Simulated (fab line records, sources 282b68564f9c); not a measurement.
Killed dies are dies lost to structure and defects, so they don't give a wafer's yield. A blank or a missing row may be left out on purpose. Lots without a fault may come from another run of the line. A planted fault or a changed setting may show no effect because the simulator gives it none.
Which tool did it? | flow rit_cmos | 15 lots, 45 wafers sampled, at 3 steps of a route of 202

WHAT THE GAUGES READ, wafer by wafer
RIT_GATE_CD_MEAS_16: target cd 150 nm.
lot  | measured    | on        | cd_nm (nm)
L721 | day 2 17:10 | cd_sem-01 | 151 151 149
L722 | day 2 21:44 | cd_sem-01 | 149 148 148
L723 | day 3 03:12 | cd_sem-01 | 153 150 150
L724 | day 3 09:27 | cd_sem-01 | 144 145 144
L725 | day 3 16:56 | cd_sem-01 | 150 150 151
L727 | day 3 23:14 | cd_sem-01 | 150 147 148
L728 | day 4 08:04 | cd_sem-01 | 150 151 152
L729 | day 4 11:04 | cd_sem-01 | 154 153 155
L730 | day 4 14:31 | cd_sem-01 | 143 142 145
L731 | day 4 19:57 | cd_sem-01 | 156 155 155
L733 | day 5 10:01 | cd_sem-01 | 144 142 146
L735 | day 5 14:58 | cd_sem-01 | - - -
L737 | day 6 04:19 | cd_sem-01 | - - -
L738 | day 6 06:39 | cd_sem-01 | - - -
L742 | day 7 03:22 | cd_sem-01 | 150 149 149

RIT_GATE_CD_MEAS_90: target cd 150 nm.
lot  | measured    | on        | cd_nm (nm)
L721 | day 2 17:46 | cd_sem-02 | 151 151 150
L722 | day 2 22:19 | cd_sem-01 | 150 148 148
L723 | day 3 03:49 | cd_sem-01 | 152 150 150
L724 | day 3 10:02 | cd_sem-01 | 144 145 144
L725 | day 3 17:31 | cd_sem-01 | 150 150 151
L727 | day 3 23:49 | cd_sem-01 | 150 147 148
L728 | day 4 08:40 | cd_sem-01 | 150 151 152
L729 | day 4 11:40 | cd_sem-01 | 154 153 154
L730 | day 4 15:07 | cd_sem-01 | 142 142 146
L731 | day 4 20:32 | cd_sem-01 | 156 155 154
L733 | day 5 10:37 | cd_sem-01 | 144 142 145
L735 | day 5 15:33 | cd_sem-01 | - - -
L737 | day 6 04:55 | cd_sem-01 | - - -
L738 | day 6 07:18 | cd_sem-01 | - - -
L742 | day 7 03:57 | cd_sem-01 | 151 149 149

WHICH TOOL RAN EACH LOT (tool, then ch and the chambers of the sampled wafers, then the start)
lot  | RIT_GATE_EXPOSE_13
L721 | iline_stepper-02 ch 0, day 2 16:43
L722 | iline_stepper-01 ch 0, day 2 21:20
L723 | iline_stepper-01 ch 0, day 3 02:48
L724 | iline_stepper-02 ch 0, day 3 08:57
L725 | iline_stepper-02 ch 0, day 3 16:31
L727 | iline_stepper-01 ch 0, day 3 22:50
L728 | iline_stepper-01 ch 0, day 4 07:40
L729 | iline_stepper-02 ch 0, day 4 10:40
L730 | iline_stepper-02 ch 0, day 4 14:07
L731 | iline_stepper-02 ch 0, day 4 19:33
L733 | iline_stepper-02 ch 0, day 5 09:37
L735 | iline_stepper-02 ch 0, day 5 14:29
L737 | iline_stepper-02 ch 0, day 6 03:49
L738 | iline_stepper-02 ch 0, day 6 06:15
L742 | iline_stepper-01 ch 0, day 7 02:58
- RIT_GATE_EXPOSE_13: exposes mask M6, target cd 150 nm.

WHAT THE TOOLS THEMSELVES READ (means of the sampled wafers that have a number; where no wafer has one, the mark that the record gives instead)
The record holds no such reading with a usual standard deviation.

THE ANSWER, worked out from the rows above alone
Rule: what is usual is taken from the lots themselves. Put in order of their means at a reading, lots are off if they are a third of the lots or fewer, leave a main group of 4 or more, and stand apart from it by a gap of 3 or more times the standard deviation of the main group's means; of several such gaps the widest counts. A main group whose means are all the same, to the digits that the tables above print for the reading, isn't used. A lot without any number at a reading at which 4 lots or more have one is off too. The other lots that the step has rows for count as sound. The gauges are gone through in route order, then the tools' own readings, and for those a lot's mean is taken as printed above. The first step at which some lot is off is used, and at that step the reading that is off furthest; a lot without a number counts as furthest.
Off: L735, L737, L738, at RIT_GATE_CD_MEAS_16 (cd_nm). Without a number there: L735, L737, L738. The main group: mean 149 nm, standard deviation 3.6.
A tool fits if, at a process step before that reading, it ran every lot that is off, and no sound lot after the first of them. The gauges at RIT_GATE_CD_MEAS_16 are tried like those tools. One fits: iline_stepper-02 at RIT_GATE_EXPOSE_13. Its last sound lot is L733 (day 5 09:37), its first lot that is off L735 (day 5 14:29): a fault that began between those two fits.

WHAT THE SIMULATOR HAD PUT IN
Process parameter drift: iline_stepper-02, from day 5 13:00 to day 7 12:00, at RIT_GATE_EXPOSE_13. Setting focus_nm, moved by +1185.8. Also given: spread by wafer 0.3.
Lots struck among those shown: L735, L737, L738. The rule above found the same.
